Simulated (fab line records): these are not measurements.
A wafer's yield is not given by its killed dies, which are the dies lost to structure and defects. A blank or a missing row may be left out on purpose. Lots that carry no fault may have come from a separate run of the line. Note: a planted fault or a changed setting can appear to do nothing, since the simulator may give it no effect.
Which tool is to blame? / flow berkeley_cmos170 / 42 wafers from 14 lots sampled at 4 of the route's 331 steps

== WHAT THE GAUGES SHOWED, per wafer ==
UCB170_PLDD_CD_MEAS_06 targets a cd of 1200 nm. Usual: 1199.5 nm for cd_nm, sd 1.8.
lot=L703; measured=day 6 22:50; on=cd_sem-01; cd_nm (nm)=1201.2 1200.7 1199.8; flag=
lot=L704; measured=day 8 00:06; on=cd_sem-01; cd_nm (nm)=1200.5 1201.6 1199.5; flag=
lot=L707; measured=day 7 23:46; on=cd_sem-01; cd_nm (nm)=1201.3 1201.0 1201.2; flag=
lot=L710; measured=day 8 16:46; on=cd_sem-02; cd_nm (nm)=1198.5 1198.4 1197.6; flag=
lot=L708; measured=day 8 16:31; on=cd_sem-01; cd_nm (nm)=1201.6 1200.7 1200.2; flag=
lot=L714; measured=day 9 17:49; on=cd_sem-02; cd_nm (nm)=1200.0 1199.5 1198.8; flag=
lot=L716; measured=day 10 07:08; on=cd_sem-01; cd_nm (nm)=1201.4 1201.3 1202.3; flag=
lot=L715; measured=day 10 06:23; on=cd_sem-02; cd_nm (nm)=1198.0 1199.7 1199.4; flag=
lot=L717; measured=day 11 04:24; on=cd_sem-02; cd_nm (nm)=1198.8 1198.8 1197.0; flag=
lot=L720; measured=day 11 05:49; on=cd_sem-01; cd_nm (nm)=1200.3 1200.8 1200.0; flag=
lot=L721; measured=day 11 05:43; on=cd_sem-02; cd_nm (nm)=1195.5 1196.3 1195.6; flag=
lot=L722; measured=day 12 03:59; on=cd_sem-02; cd_nm (nm)=1197.3 1197.6 1197.0; flag=
lot=L723; measured=day 12 03:49; on=cd_sem-02; cd_nm (nm)=1202.3 1203.3 1202.2; flag=
lot=L724; measured=day 12 04:05; on=cd_sem-01; cd_nm (nm)=1201.0 1200.4 1199.8; flag=

UCB170_M1_CD_MEAS_09 targets a cd of 700 nm. Usual: 700.3 nm for cd_nm, sd 1.5.
lot=L703; measured=day 8 00:14; on=cd_sem-01; cd_nm (nm)=697.8 695.6 697.4; flag=
lot=L704; measured=day 8 22:08; on=cd_sem-01; cd_nm (nm)=698.8 698.9 697.7; flag=
lot=L707; measured=day 8 22:58; on=cd_sem-02; cd_nm (nm)=699.8 697.9 699.4; flag=
lot=L710; measured=day 9 17:43; on=cd_sem-01; cd_nm (nm)=697.8 698.7 698.2; flag=
lot=L708; measured=day 9 17:11; on=cd_sem-01; cd_nm (nm)=702.5 703.8 702.4; flag=
lot=L714; measured=day 10 14:38; on=cd_sem-01; cd_nm (nm)=701.4 701.3 699.9; flag=
lot=L716; measured=day 11 09:03; on=cd_sem-02; cd_nm (nm)=702.1 701.4 700.9; flag=
lot=L715; measured=day 11 08:37; on=cd_sem-02; cd_nm (nm)=700.8 701.6 701.5; flag=
lot=L717; measured=day 12 06:47; on=cd_sem-01; cd_nm (nm)=700.6 700.3 700.0; flag=
lot=L720; measured=day 12 12:32; on=cd_sem-01; cd_nm (nm)=701.3 701.5 699.7; flag=
lot=L721; measured=day 12 07:53; on=cd_sem-02; cd_nm (nm)=699.0 699.6 698.0; flag=
lot=L722; measured=day 13 15:16; on=cd_sem-02; cd_nm (nm)=701.2 700.7 700.3; flag=
lot=L723; measured=day 13 11:06; on=cd_sem-01; cd_nm (nm)=703.1 701.9 702.5; flag=
lot=L724; measured=day 13 12:56; on=cd_sem-01; cd_nm (nm)=703.0 701.1 702.1; flag=

UCB170_M3_BOW_MEAS_20. Usual: M3_BOW typically reads 35 um, with standard deviation 7.3.
lot=L703; measured=day 8 15:29; on=film_metro-01; M3_BOW (um)=29 32 16; flag=
lot=L704; measured=day 9 12:05; on=film_metro-03; M3_BOW (um)=33 48 36; flag=
lot=L707; measured=day 9 14:17; on=film_metro-04; M3_BOW (um)=41 42 44; flag=
lot=L710; measured=day 10 07:29; on=film_metro-04; M3_BOW (um)=38 43 44; flag=
lot=L708; measured=day 10 06:46; on=film_metro-01; M3_BOW (um)=31 38 32; flag=
lot=L714; measured=day 11 06:35; on=film_metro-04; M3_BOW (um)=55 42 38; flag=
lot=L716; measured=day 12 08:35; on=film_metro-03; M3_BOW (um)=34 33 42; flag=
lot=L715; measured=day 11 22:05; on=film_metro-03; M3_BOW (um)=32 45 36; flag=
lot=L717; measured=day 12 22:57; on=film_metro-01; M3_BOW (um)=27 27 31; flag=
lot=L720; measured=day 13 07:11; on=film_metro-01; M3_BOW (um)=30 33 24; flag=
lot=L721; measured=day 13 00:10; on=film_metro-04; M3_BOW (um)=38 33 25; flag=
lot=L722; measured=day 14 05:52; on=film_metro-04; M3_BOW (um)=30 24 32; flag=
lot=L723; measured=day 14 00:30; on=film_metro-04; M3_BOW (um)=35 41 56; flag=
lot=L724; measured=day 14 04:47; on=film_metro-01; M3_BOW (um)=31 35 36; flag=

== WHAT TOOL EACH LOT RAN ON (gives the tool, then ch and the chambers of the sampled wafers, and finally the start) ==
lot=L703; UCB170_ACTIVE_PEB_11=litho_track-02 ch 0, day 4 19:55
lot=L704; UCB170_ACTIVE_PEB_11=litho_track-04 ch 0, day 5 12:46
lot=L707; UCB170_ACTIVE_PEB_11=litho_track-04 ch 0, day 5 15:52
lot=L710; UCB170_ACTIVE_PEB_11=litho_track-04 ch 0, day 6 00:41
lot=L708; UCB170_ACTIVE_PEB_11=litho_track-04 ch 0, day 6 00:59
lot=L714; UCB170_ACTIVE_PEB_11=litho_track-04 ch 0, day 7 05:11
lot=L716; UCB170_ACTIVE_PEB_11=litho_track-04 ch 0, day 7 12:34
lot=L715; UCB170_ACTIVE_PEB_11=litho_track-01 ch 0, day 7 12:55
lot=L717; UCB170_ACTIVE_PEB_11=litho_track-04 ch 0, day 8 11:05
lot=L720; UCB170_ACTIVE_PEB_11=litho_track-01 ch 0, day 8 11:23
lot=L721; UCB170_ACTIVE_PEB_11=litho_track-02 ch 0, day 8 19:50
lot=L722; UCB170_ACTIVE_PEB_11=litho_track-02 ch 0, day 9 11:22
lot=L723; UCB170_ACTIVE_PEB_11=litho_track-01 ch 0, day 9 11:40
lot=L724; UCB170_ACTIVE_PEB_11=litho_track-02 ch 0, day 9 18:08
- UCB170_ACTIVE_PEB_11

== AS READ BY THE TOOLS THEMSELVES (means over the sampled wafers that have a number; for cases with no such wafer, the mark the record gives instead) ==
UCB170_ACTIVE_PEB_11. Usual: 56.81 W for heater_power_total_W, sd 0.045.
lot=L703; tool=litho_track-02; heater_power_total_W (W)=56.83; flag=
lot=L704; tool=litho_track-04; heater_power_total_W (W)=56.85; flag=
lot=L707; tool=litho_track-04; heater_power_total_W (W)=56.80; flag=
lot=L710; tool=litho_track-04; heater_power_total_W (W)=56.83; flag=
lot=L708; tool=litho_track-04; heater_power_total_W (W)=56.80; flag=
lot=L714; tool=litho_track-04; heater_power_total_W (W)=56.78; flag=
lot=L716; tool=litho_track-04; heater_power_total_W (W)=57.37; flag=OFF
lot=L715; tool=litho_track-01; heater_power_total_W (W)=56.86; flag=
lot=L717; tool=litho_track-04; heater_power_total_W (W)=57.42; flag=OFF
lot=L720; tool=litho_track-01; heater_power_total_W (W)=56.83; flag=
lot=L721; tool=litho_track-02; heater_power_total_W (W)=56.79; flag=
lot=L722; tool=litho_track-02; heater_power_total_W (W)=56.81; flag=
lot=L723; tool=litho_track-01; heater_power_total_W (W)=56.82; flag=
lot=L724; tool=litho_track-02; heater_power_total_W (W)=56.82; flag=

== THE ANSWER, worked out from the rows above alone ==
Rule: take the mean of a lot's wafers that have a number; if it is more than 3 standard deviations from the usual mean, the lot is off. Also off: a lot with no number at a reading for which 4 or more lots have one. The other lots that the step has rows for count as sound. The gauges are gone through in route order, then the tools' own readings, and for those a lot's mean is taken as printed above. The first step at which some lot is off is used, and at that step the reading that is off furthest; a lot without a number counts as furthest.
Off, at UCB170_ACTIVE_PEB_11 on heater_power_total_W: L716, L717.
If a tool, at that step or one of the process steps before it, ran each lot that is off and ran no sound lot following the first of them, it fits. One fits: litho_track-04 at UCB170_ACTIVE_PEB_11. Its last sound lot is L714 (day 7 05:11), its first lot that is off L716 (day 7 12:34): a fault that began between those two fits.
On the lots that are off, the tool's own readings at UCB170_ACTIVE_PEB_11 differ by more than 5 times the standard deviation of the sound lots' means, which bears it out; heater_power_total_W reads 57.39 W there versus 56.82 W on the sound lots.

== WHAT THE SIMULATOR HAD PUT IN ==
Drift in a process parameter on litho_track-04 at UCB170_ACTIVE_PEB_11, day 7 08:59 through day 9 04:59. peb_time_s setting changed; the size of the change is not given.
Lots struck among those shown: L716, L717. This agrees with what the rule above found.
